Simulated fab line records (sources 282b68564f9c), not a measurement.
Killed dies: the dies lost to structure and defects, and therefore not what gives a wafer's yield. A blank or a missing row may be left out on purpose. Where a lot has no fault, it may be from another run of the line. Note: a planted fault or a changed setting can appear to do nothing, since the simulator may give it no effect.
Check for tools in common	flow rit-cmos	42 wafers sampled across 14 lots

## REASON FOR OPENING
Of 14 lots, 2 have the reading NRETRO_TW flagged at RIT_NRETRO_TW_MEAS_10. No-fault wafers: 1057, standard deviation 5.5.
Rule: a lot is flagged in two cases, either no wafer of it has a number, or all its wafers with numbers fall more than 4 standard deviations from that mean. The rest of the lots are taken to be sound.

lot	measured	on	NRETRO_TW, wafer by wafer	flag
L516	day 2 21:37	film-metro-03	1055 1061 1059	
L517	day 3 05:40	film-metro-03	1064 1067 1066	
L519	day 3 12:44	film-metro-03	1063 1058 1062	
L521	day 3 19:25	film-metro-04	1049 1058 1057	
L522	day 4 00:34	film-metro-04	1067 1060 1061	
L525	day 4 19:38	film-metro-03	1061 1062 1065	
L526	day 5 00:20	film-metro-04	1061 1063 1061	
L527	day 5 05:33	film-metro-03	1047 1048 1054	
L529	day 5 12:07	film-metro-04	1053 1056 1057	
L530	day 5 17:43	film-metro-04	1065 1063 1062	
L534	day 6 14:19	film-metro-02	230 232 231	FLAGGED
L535	day 6 17:28	film-metro-02	226 225 220	FLAGGED
L536	day 6 23:02	film-metro-04	1057 1057 1060	
L537	day 7 05:42	film-metro-03	1062 1056 1066	
Averaged over the flagged lots the numbers come to 227, -830 from the usual (-99 or more standard deviations).

## EACH LOT AND THE TOOL IT RAN ON
The record keeps 1 process step preceding the reading, out of 202 steps on the route. Every cell lists first the tool, next ch and the chambers used by the sampled wafers, and last the start.
lot	flag	RIT_NRETRO_DEVELOP_05
L516		litho-track-03 ch 0, day 2 20:00
L517		litho-track-03 ch 0, day 3 04:00
L519		litho-track-02 ch 0, day 3 11:00
L521		litho-track-01 ch 0, day 3 18:00
L522		litho-track-03 ch 0, day 3 23:00
L525		litho-track-03 ch 0, day 4 18:00
L526		litho-track-01 ch 0, day 4 23:00
L527		litho-track-01 ch 0, day 5 04:00
L529		litho-track-01 ch 0, day 5 11:00
L530		litho-track-01 ch 0, day 5 16:00
L534	FLAGGED	litho-track-03 ch 0, day 6 13:00
L535	FLAGGED	litho-track-03 ch 0, day 6 16:00
L536		litho-track-02 ch 0, day 6 22:00
L537		litho-track-01 ch 0, day 7 04:00
These steps, and what they do:
- RIT_NRETRO_DEVELOP_05: develop time 68 s.
- RIT_NRETRO_TW_MEAS_10

## FLAGGED AGAINST TOTAL, ONE TOOL AT A TIME (gauges that did the reading follow at the end)
step	tool	lots run	flagged	share of the flagged lots	sound lots run after its first flagged lot
RIT_NRETRO_DEVELOP_05	litho-track-01	6	0	none	-
RIT_NRETRO_DEVELOP_05	litho-track-02	2	0	none	-
RIT_NRETRO_DEVELOP_05	litho-track-03	6	2	all	0
RIT_NRETRO_TW_MEAS_10	film-metro-02	2	2	all	0
RIT_NRETRO_TW_MEAS_10	film-metro-03	6	0	none	-
RIT_NRETRO_TW_MEAS_10	film-metro-04	6	0	none	-

## WHAT THE TABLE PERMITS
Every flagged lot went through 2 rows of the table: litho-track-03 at RIT_NRETRO_DEVELOP_05 and film-metro-02 at RIT_NRETRO_TW_MEAS_10.
- litho-track-03 at RIT_NRETRO_DEVELOP_05: 2 of its 6 lots flagged. Its last sound lot is L525 (day 4 18:00), its first flagged lot L534 (day 6 13:00): a fault that began between those two fits.
- film-metro-02 at RIT_NRETRO_TW_MEAS_10: 2 of its 2 lots flagged. The start can't be narrowed down: in this sample, it ran no sound lot prior to its first flagged lot.
A lot count leaves these 2 tools indistinguishable: every one of them fits a fault beginning at some hour. More lots, or a look at what each step does to the wafer, might.

## WHAT THE SIMULATOR HAD INSERTED
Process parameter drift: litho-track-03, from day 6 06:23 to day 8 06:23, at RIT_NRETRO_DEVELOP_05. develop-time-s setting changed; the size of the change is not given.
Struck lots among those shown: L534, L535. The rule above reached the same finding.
